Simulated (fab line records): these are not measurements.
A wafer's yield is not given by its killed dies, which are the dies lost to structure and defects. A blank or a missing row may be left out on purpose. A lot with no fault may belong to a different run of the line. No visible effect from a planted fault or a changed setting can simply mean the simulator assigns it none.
Split-lot study	flow rit cmos	route with 202 steps; 5 lots, 23 wafers read

ON THE SPLIT
At RIT_M1_EXPOSE_06 (exposes mask M12, target cd 2600 nm), the setting dose mj was moved away from the recipe's 250 on 7 of the 23 wafers read, by -5.8% to -2.5%. All remaining wafers had this setting at the recipe value.

FROM THE SPLIT TO THE READING: what the file shows between them, 6 steps
- RIT_M1_PEB_07
- RIT_M1_DEVELOP_08: develop time 68 s
- RIT_M1_CD_MEAS_09: target cd 2600 nm
- RIT_M1_METAL_ETCH_12: etches Al in Cl2/BCl3, stops on SiO2, time 165 s, target depth 600 nm (also split here: time s)
- RIT_M1_STRIP_13: strips in nmp, time 600 s
- RIT_M1_STRIP_14: strips in O2, time 180 s

THE READING
cd nm at RIT_M1_CD_MEAS_90, given in nm (cd target 2600 nm). A value of 2601 nm with a standard deviation of 4.1 nm is what fault-free wafers of this fab line usually give.

wafer	tool, chamber at the split	dose mj as run	against the recipe	cd nm, nm	against lot-mates on the recipe
L074.1	iline stepper-02, 0	250	recipe	2597	-
L074.2	iline stepper-02, 0	243.8	-2.5%	2606	+7
L074.4	iline stepper-02, 0	243.8	-2.5%	2604	+5
L074.5	iline stepper-02, 0	250	recipe	2599	-
L074.6	iline stepper-02, 0	250	recipe	2600	-
L078.1	iline stepper-01, 0	250	recipe	2600	-
L078.2	iline stepper-01, 0	250	recipe	2602	-
L078.3	iline stepper-01, 0	250	recipe	2599	-
L078.4	iline stepper-01, 0	250	recipe	2601	-
L078.5	iline stepper-01, 0	250	recipe	2605	-
L081.4	iline stepper-01, 0	250	recipe	2602	-
L081.5	iline stepper-01, 0	250	recipe	2601	-
L081.6	iline stepper-01, 0	250	recipe	2602	-
L082.1	iline stepper-01, 0	236.1	-5.6%	2611	+10
L082.3	iline stepper-01, 0	236.1	-5.6%	2619	+18
L082.4	iline stepper-01, 0	236.1	-5.6%	2614	+12
L082.5	iline stepper-01, 0	250	recipe	2603	-
L082.6	iline stepper-01, 0	250	recipe	2600	-
L083.1	iline stepper-02, 0	250	recipe	2593	-
L083.2	iline stepper-02, 0	250	recipe	2595	-
L083.3	iline stepper-02, 0	235.5	-5.8%	2607	+14
L083.4	iline stepper-02, 0	235.5	-5.8%	2612	+19
L083.5	iline stepper-02, 0	250	recipe	2592	-

FIT RESULTS
A straight line over all 23 wafers: cd nm changes by -2.31 nm for each +1% of dose mj; r = -0.84; the points scatter about the line by 3.6 nm.
The same after taking each lot's own level away (the mean of its wafers on the recipe; 23 wafers): -2.55 nm for each +1%; r = -0.95; scatter 2.1 nm.
On that fit, the largest move of dose mj shifts the reading by 15 nm.
From 2593.3 to 2601.7 nm: that is the span of the lots' own levels, equal to 2.0 times the standard deviation above.
The two slopes agree, so the slope changes little with the lot-to-lot level.
Check: with one of the wafers moved furthest among these (-5.8%) left out of the fit, the line predicts +15 nm for it against its lot-mates. Against them it came out at +13.7 nm.

OTHER SPLITS APPLIED TO THESE WAFERS
These wafers also went through other splits before the reading. Each is held against what the fit with the lots' levels taken away leaves over:
other split on the same wafers	wafers away from the commonest value	r with cd nm (lot level and that fit taken away)
RIT_SPACER_CVD_03 time s	15	+0.12
RIT_PSD_COAT_01 spin rpm	5	-0.13
RIT_PSD_HARDBAKE_07 temp c	7	-0.15
RIT_SDANNEAL_CLEAN_01 time s	10	-0.12
RIT_CONTACT_CVD_00 time s	5	-0.01
RIT_CONTACT_DEVELOP_07 develop time s	12	-0.09
RIT_CONTACT_ETCH_11 over etch frac	9	-0.02
RIT_M1_METAL_ETCH_12 time s	10	-0.47

THE WHOLE CHAIN: every reading that the file lists as answering this split, in the file's order
step	what it does	reading	change (the file's fit)	r (the file's)
RIT_M1_DEVELOP_08	develop time 68 s	M1.cd nm (the simulator's own value, which no gauge read)	-2.66 nm for each +1% of the setting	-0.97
RIT_M1_CD_MEAS_09	target cd 2600 nm	cd nm	-2.71 nm for each +1% of the setting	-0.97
RIT_M1_METAL_ETCH_12	etches Al in Cl2/BCl3, stops on SiO2, time 165 s, target depth 600 nm	M1.cd nm (the simulator's own value, which no gauge read)	-2.6 nm for each +1% of the setting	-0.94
RIT_M1_CD_MEAS_90	target cd 2600 nm	cd nm	-2.6 nm for each +1% of the setting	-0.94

THE FILE'S OWN FIT
cd nm changes by -2.6 nm for each +1% of dose mj, r = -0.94.
